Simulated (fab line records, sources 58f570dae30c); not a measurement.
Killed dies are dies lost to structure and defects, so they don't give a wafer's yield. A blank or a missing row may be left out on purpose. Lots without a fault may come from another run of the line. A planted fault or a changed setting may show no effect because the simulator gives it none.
Split-lot experiment | flow berkeley_cmos170 | 5 lots, 23 wafers read, on a route of 331 steps

THE SPLIT
At UCB170_PSD_IMPLANT_08, the setting energy_kev was moved away from the recipe's 20 on 6 of the 23 wafers read, by -5.1% to +5.0%. The other wafers ran this setting at the recipe's value.

The reading is taken at the split's own step.

THE READING
implant.drp_nm (the simulator's own value, which no gauge read), in nm, at UCB170_PSD_IMPLANT_08. The file gives no usual value for it.

wafer  | tool, chamber at the split | energy_kev as run | against the recipe | implant.drp_nm, nm | against lot-mates on the recipe
L074.1 | implanter-02, 0            | 20                | recipe             | 28.34              | -
L074.4 | implanter-02, 0            | 20                | recipe             | 28.34              | -
L074.5 | implanter-02, 0            | 20                | recipe             | 28.34              | -
L074.2 | implanter-02, 0            | 18.99             | -5.1%              | 27.32              | -1.02
L074.6 | implanter-02, 0            | 18.99             | -5.1%              | 27.32              | -1.02
L077.2 | implanter-04, 0            | 20                | recipe             | 28.34              | -
L077.3 | implanter-04, 0            | 20                | recipe             | 28.34              | -
L077.4 | implanter-04, 0            | 20                | recipe             | 28.34              | -
L077.5 | implanter-04, 0            | 20                | recipe             | 28.34              | -
L077.6 | implanter-04, 0            | 20                | recipe             | 28.34              | -
L081.1 | implanter-02, 0            | 20                | recipe             | 28.34              | -
L081.2 | implanter-02, 0            | 20                | recipe             | 28.34              | -
L081.5 | implanter-02, 0            | 20                | recipe             | 28.34              | -
L081.4 | implanter-02, 0            | 21.01             | +5.0%              | 29.47              | +1.13
L081.6 | implanter-02, 0            | 21.01             | +5.0%              | 29.47              | +1.13
L080.1 | implanter-03, 0            | 20                | recipe             | 28.34              | -
L080.3 | implanter-03, 0            | 20                | recipe             | 28.34              | -
L080.5 | implanter-03, 0            | 20                | recipe             | 28.34              | -
L080.2 | implanter-03, 0            | 19.23             | -3.8%              | 27.57              | -0.77
L080.6 | implanter-03, 0            | 19.23             | -3.8%              | 27.57              | -0.77
L082.2 | implanter-02, 0            | 20                | recipe             | 28.34              | -
L082.4 | implanter-02, 0            | 20                | recipe             | 28.34              | -
L082.5 | implanter-02, 0            | 20                | recipe             | 28.34              | -

THE FIT
A straight line over all 23 wafers: implant.drp_nm changes by +0.211 nm for each +1% of energy_kev; r = +1.00; the points scatter about the line by 0.024 nm.
The same after taking each lot's own level away (the mean of its wafers on the recipe; 23 wafers): +0.211 nm for each +1%; r = +1.00; scatter 0.024 nm.
On that fit, the largest move of energy_kev shifts the reading by 1.1 nm.
The lots' own levels span 28.340 to 28.340 nm.
So the lot-to-lot level changes the slope little: the two slopes agree.
Check: with one of the wafers moved furthest among these (-5.1%) left out of the fit, the line predicts -1.06 nm for it against its lot-mates. It came out at -1.02 nm against them.

OTHER SPLITS ON THESE WAFERS
These wafers also went through other splits before the reading. Each is held against what the fit with the lots' levels taken away leaves over:
other split on the same wafers      | wafers away from the commonest value | r with implant.drp_nm (lot level and that fit taken away)
UCB170_ZERO_COAT_01 resist_thk_nm   | 8                                    | +0.16
UCB170_PWELL_CVD_05 pressure_mtorr  | 15                                   | -0.13
UCB170_PWELL_DEVELOP_12 dev_temp_c  | 6                                    | +0.26
UCB170_ACTIVE_OXIDATION_02 temp_c   | 10                                   | +0.00
UCB170_ACTIVE_COAT_08 resist_thk_nm | 5                                    | -0.25
UCB170_NLDD_EXPOSE_03 dose_mj       | 5                                    | -0.22

THE WHOLE CHAIN: every reading that the file lists as answering this split, in the file's order
step                  | what it does | reading                                                         | change (the file's fit)               | r (the file's)
UCB170_PSD_IMPLANT_08 |              | implant.rp_nm (the simulator's own value, which no gauge read)  | +0.645 nm for each +1% of the setting | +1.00
UCB170_PSD_IMPLANT_08 |              | implant.drp_nm (the simulator's own value, which no gauge read) | +0.21 nm for each +1% of the setting  | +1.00
UCB170_PSD_STRIP_09   | strips in O2 | strip_time_to_endpoint_s                                        | withheld for each +1% of the setting  | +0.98

THE FILE'S OWN FIT
implant.drp_nm changes by +0.21 nm for each +1% of energy_kev, r = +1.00.
